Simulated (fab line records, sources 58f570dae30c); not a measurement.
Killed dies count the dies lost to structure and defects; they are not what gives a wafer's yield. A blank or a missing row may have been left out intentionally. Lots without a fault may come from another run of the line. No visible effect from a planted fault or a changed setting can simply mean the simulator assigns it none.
Lot-split experiment | flow berkeley_cmos170 | 27 wafers read across 5 lots, on a route 331 steps long

## THE SPLIT
At UCB170_PWELL_ETCH_14 (etches Si3N4 in CH3F/Ar/O2, stops on SiO2, target depth 242 nm, time 151 s), the setting time_s was moved away from the recipe's 151 s on 6 of the 27 wafers read, by -51.8% to +55.4%. For the rest of the wafers, this setting stayed at what the recipe calls for.

The split's own step is where the reading is taken.

## THE READING
KrF_of_PWELL_COAT_08.thk_nm (the simulator's own value, which no gauge read), in nm, at UCB170_PWELL_ETCH_14 (etches Si3N4 in CH3F/Ar/O2, stops on SiO2, target depth 242 nm, time 151 s). There is no usual value for it anywhere in the file. Average 729.0 nm, standard deviation 3 nm, over the 21 wafers here run with the recipe.

wafer  | tool, chamber at the split | time_s as run, s | against the recipe | KrF_of_PWELL_COAT_08.thk_nm, nm | against lot-mates on the recipe
L077.1 | rie_diel-04, 2             | 234.7            | +55.4%             | 631.7                           | -94.0
L077.2 | rie_diel-04, 3             | 234.7            | +55.4%             | 634.5                           | -91.2
L077.3 | rie_diel-04, 0             | 151              | recipe             | 727.6                           | -
L077.4 | rie_diel-04, 2             | 151              | recipe             | 724.5                           | -
L077.5 | rie_diel-04, 3             | 151              | recipe             | 725.1                           | -
L077.6 | rie_diel-04, 0             | 234.7            | +55.4%             | 642.2                           | -83.5
L079.1 | rie_diel-04, 2             | 72.78            | -51.8%             | 808.4                           | +81.1
L079.2 | rie_diel-04, 1             | 72.78            | -51.8%             | 810.1                           | +82.8
L079.3 | rie_diel-04, 0             | 72.78            | -51.8%             | 812.2                           | +84.9
L079.4 | rie_diel-04, 1             | 151              | recipe             | 729.5                           | -
L079.5 | rie_diel-04, 0             | 151              | recipe             | 729.2                           | -
L079.6 | rie_diel-04, 2             | 151              | recipe             | 723.1                           | -
L081.1 | rie_diel-04, 1             | 151              | recipe             | 730.5                           | -
L081.2 | rie_diel-04, 3             | 151              | recipe             | 730.9                           | -
L081.3 | rie_diel-04, 2             | 151              | recipe             | 724.5                           | -
L081.4 | rie_diel-04, 0             | 151              | recipe             | 729.3                           | -
L081.5 | rie_diel-04, 0             | 151              | recipe             | 731.8                           | -
L081.6 | rie_diel-04, 1             | 151              | recipe             | 728                             | -
L082.1 | rie_diel-04, 2             | 151              | recipe             | 730                             | -
L082.4 | rie_diel-04, 3             | 151              | recipe             | 730.4                           | -
L082.6 | rie_diel-04, 3             | 151              | recipe             | 732.4                           | -
L084.1 | rie_diel-03, 1             | 151              | recipe             | 732.6                           | -
L084.2 | rie_diel-03, 0             | 151              | recipe             | 731.4                           | -
L084.3 | rie_diel-03, 3             | 151              | recipe             | 723.5                           | -
L084.4 | rie_diel-03, 2             | 151              | recipe             | 732.4                           | -
L084.5 | rie_diel-03, 1             | 151              | recipe             | 730.9                           | -
L084.6 | rie_diel-03, 2             | 151              | recipe             | 731.5                           | -

FIT RESULTS
A straight line over all 27 wafers: KrF_of_PWELL_COAT_08.thk_nm changes by -1.62 nm for each +1% of time_s; r = -1.00; the points scatter about the line by 3.4 nm.
The same after taking each lot's own level away (the mean of its wafers on the recipe; 27 wafers): -1.61 nm for each +1%; r = -1.00; scatter 2.8 nm.
According to that fit, moving time_s by its largest amount changes the reading by 89 nm.
From 725.73 to 730.93 nm: that is the span of the lots' own levels, equal to 1.7 times the standard deviation above.
The two slopes are in agreement: the lot-to-lot level therefore moves the slope only a little.
Check: -88 nm against its lot-mates is what the line predicts for one of the wafers moved furthest among these (+55.4%) when that wafer is left out of the fit. Against them it came out at -94 nm.

## THE WHOLE CHAIN: every reading that the file lists as answering this split, in the file's order
step                  | what it does                                                               | reading                                                                            | change (the file's fit)                                                              | r (the file's)
UCB170_PWELL_ETCH_14  | etches Si3N4 in CH3F/Ar/O2, stops on SiO2, target depth 242 nm, time 151 s | SiO2_of_PWELL_OXIDATION_02.thk_nm (the simulator's own value, which no gauge read) | not straight: 24.18 at the lowest setting, 22.63 at the recipe, 1.015 at the highest | not given
UCB170_PWELL_ETCH_14  | etches Si3N4 in CH3F/Ar/O2, stops on SiO2, target depth 242 nm, time 151 s | KrF_of_PWELL_COAT_08.thk_nm (the simulator's own value, which no gauge read)       | -1.61 nm for each +1% of the setting                                                 | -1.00
UCB170_PWELL_STRIP_16 | strips in O2                                                               | strip_time_to_endpoint_s                                                           | withheld for each +1% of the setting                                                 | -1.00

## THE FILE'S OWN FIT
KrF_of_PWELL_COAT_08.thk_nm changes by -1.61 nm for each +1% of time_s, r = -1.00.
